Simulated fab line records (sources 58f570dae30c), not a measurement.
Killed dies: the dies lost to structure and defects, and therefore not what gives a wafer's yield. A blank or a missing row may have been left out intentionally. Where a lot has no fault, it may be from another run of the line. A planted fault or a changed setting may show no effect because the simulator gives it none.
Which tool was responsible? + flow berkeley-cmos170 + 42 wafers from 14 lots sampled at 3 of the route's 331 steps

## WHAT EACH GAUGE READ, for each wafer
UCB170_M3_CD_MEAS_15: the cd target is 700 nm. Usual: cd-nm 700.4 nm, standard deviation 1.6.
| lot  | measured     | on        | cd-nm (nm)        | flag |
|------|--------------|-----------|-------------------|------|
| L696 | day 8 19:51  | cd-sem-01 | 700.7 699.2 699.2 |      |
| L697 | day 8 20:19  | cd-sem-01 | 701.6 702.6 702.4 |      |
| L700 | day 9 23:41  | cd-sem-02 | 700.1 699.9 699.8 |      |
| L701 | day 10 01:32 | cd-sem-02 | 701.3 698.8 699.3 |      |
| L699 | day 10 02:29 | cd-sem-01 | 698.9 699.8 699.4 |      |
| L703 | day 10 02:44 | cd-sem-02 | 698.8 699.5 699.0 |      |
| L698 | day 10 03:08 | cd-sem-02 | 699.9 699.9 700.7 |      |
| L702 | day 10 06:19 | cd-sem-02 | 700.9 699.9 701.0 |      |
| L707 | day 11 10:05 | cd-sem-02 | 700.6 701.2 701.2 |      |
| L712 | day 12 01:15 | cd-sem-02 | 701.3 701.7 700.4 |      |
| L711 | day 12 02:31 | cd-sem-02 | 698.8 699.8 698.9 |      |
| L717 | day 12 15:05 | cd-sem-01 | 699.9 700.1 699.3 |      |
| L714 | day 12 19:29 | cd-sem-02 | 703.1 704.9 704.6 |      |
| L715 | day 13 16:06 | cd-sem-01 | 699.0 698.6 697.8 |      |

## EACH LOT AND THE TOOL THAT RAN IT (in order: tool; ch and the chambers of the sampled wafers; start)
| lot  | UCB170_V1_CMP_02              | UCB170_M3_STRIP_07                   |
|------|-------------------------------|--------------------------------------|
| L696 | cmp-02 ch 0,2,3, day 8 06:37  | plasma-asher-01 ch 0,1, day 8 18:26  |
| L697 | cmp-01 ch 0,3, day 8 07:57    | plasma-asher-04 ch 0,1, day 8 18:51  |
| L700 | cmp-01 ch 1,3, day 9 12:28    | plasma-asher-01 ch 0,1, day 9 22:11  |
| L701 | cmp-02 ch 0,2,3, day 9 13:50  | plasma-asher-04 ch 0,1, day 9 23:24  |
| L699 | cmp-02 ch 1,2, day 9 14:05    | plasma-asher-01 ch 0,1, day 10 00:34 |
| L703 | cmp-02 ch 1,2,3, day 9 14:29  | plasma-asher-01 ch 0,1, day 10 00:59 |
| L698 | cmp-02 ch 1,2,3, day 9 14:41  | plasma-asher-01 ch 0,1, day 10 01:16 |
| L702 | cmp-02 ch 1,2, day 9 15:08    | plasma-asher-03 ch 1, day 10 02:10   |
| L707 | cmp-01 ch 1,2,3, day 10 19:11 | plasma-asher-03 ch 0,1, day 11 08:59 |
| L712 | cmp-02 ch 0,1,2, day 11 15:10 | plasma-asher-03 ch 0,1, day 11 23:40 |
| L711 | cmp-01 ch 1,2, day 11 16:25   | plasma-asher-04 ch 0,1, day 12 01:01 |
| L717 | cmp-02 ch 0,2,3, day 12 04:19 | plasma-asher-04 ch 0,1, day 12 13:46 |
| L714 | cmp-02 ch 1,3, day 12 07:47   | plasma-asher-01 ch 1, day 12 18:13   |
| L715 | cmp-02 ch 1,2,3, day 13 03:19 | plasma-asher-03 ch 0, day 13 14:43   |
- UCB170_V1_CMP_02: polishes SiO2.
- UCB170_M3_STRIP_07: strips in O2.

## AS READ BY THE TOOLS THEMSELVES (means over the sampled wafers that have a number; for cases with no such wafer, the mark the record gives instead)
UCB170_V1_CMP_02. Usual: motor-current-A 15.9 A, standard deviation 1.6; retaining-ring-pressure-frac 0.999, standard deviation 0.0049.
| lot  | tool   | motor-current-A (A) | retaining-ring-pressure-frac | flag |
|------|--------|---------------------|------------------------------|------|
| L696 | cmp-02 | 16.5                | 1.000                        |      |
| L697 | cmp-01 | 17.5                | 0.999                        |      |
| L700 | cmp-01 | 14.6                | 0.998                        |      |
| L701 | cmp-02 | 16.8                | 1.000                        |      |
| L699 | cmp-02 | 15.8                | 1.002                        |      |
| L703 | cmp-02 | 16.4                | 0.998                        |      |
| L698 | cmp-02 | 16.7                | 0.999                        |      |
| L702 | cmp-02 | 16.5                | 1.001                        |      |
| L707 | cmp-01 | 14.5                | 1.001                        |      |
| L712 | cmp-02 | 15.6                | 0.998                        |      |
| L711 | cmp-01 | 13.6                | 1.001                        |      |
| L717 | cmp-02 | 16.4                | 0.999                        |      |
| L714 | cmp-02 | 16.1                | 0.996                        |      |
| L715 | cmp-02 | 16.9                | 0.996                        |      |

UCB170_M3_STRIP_07. Usual: drypump-motor-current-A 5.40 A, standard deviation 0.28; oes-product-au 0.735 a.u., standard deviation 0.0044; strip-time-to-endpoint-s 22.20 s, standard deviation 0.057.
| lot  | tool            | drypump-motor-current-A (A) | oes-product-au (a.u.) | strip-time-to-endpoint-s (s) | flag |
|------|-----------------|-----------------------------|-----------------------|------------------------------|------|
| L696 | plasma-asher-01 | 5.23                        | 0.737                 | 22.09                        |      |
| L697 | plasma-asher-04 | 5.43                        | 0.735                 | 22.21                        |      |
| L700 | plasma-asher-01 | 5.41                        | 0.736                 | 22.19                        |      |
| L701 | plasma-asher-04 | 5.44                        | 0.737                 | 22.25                        |      |
| L699 | plasma-asher-01 | 5.39                        | 0.738                 | 22.11                        |      |
| L703 | plasma-asher-01 | 5.22                        | 0.730                 | 22.17                        |      |
| L698 | plasma-asher-01 | 5.21                        | 0.734                 | 22.27                        |      |
| L702 | plasma-asher-03 | 5.83                        | 0.731                 | 22.22                        |      |
| L707 | plasma-asher-03 | 5.36                        | 0.741                 | 22.23                        |      |
| L712 | plasma-asher-03 | 5.60                        | 0.733                 | 22.17                        |      |
| L711 | plasma-asher-04 | 5.42                        | 0.741                 | 22.26                        |      |
| L717 | plasma-asher-04 | 5.42                        | 0.735                 | 22.15                        |      |
| L714 | plasma-asher-01 | 5.04                        | 0.738                 | 22.24                        |      |
| L715 | plasma-asher-03 | 5.14                        | 0.736                 | 22.23                        |      |

## THE ANSWER, worked out from the rows above alone
Rule: take the mean of a lot's wafers that have a number; if it is more than 3 standard deviations from the usual mean, the lot is off. Also off: a lot with no number at a reading for which 4 or more lots have one. Any other lot the step has rows for is counted as sound. The gauges are gone through in route order, then the tools' own readings, and for those a lot's mean is taken as printed above. The first step at which some lot is off is used, and at that step the reading that is off furthest; a lot without a number counts as furthest.
No lot is off on any of the readings shown, so nothing can be concluded from this.

## WHAT THE SIMULATOR HAD INSERTED
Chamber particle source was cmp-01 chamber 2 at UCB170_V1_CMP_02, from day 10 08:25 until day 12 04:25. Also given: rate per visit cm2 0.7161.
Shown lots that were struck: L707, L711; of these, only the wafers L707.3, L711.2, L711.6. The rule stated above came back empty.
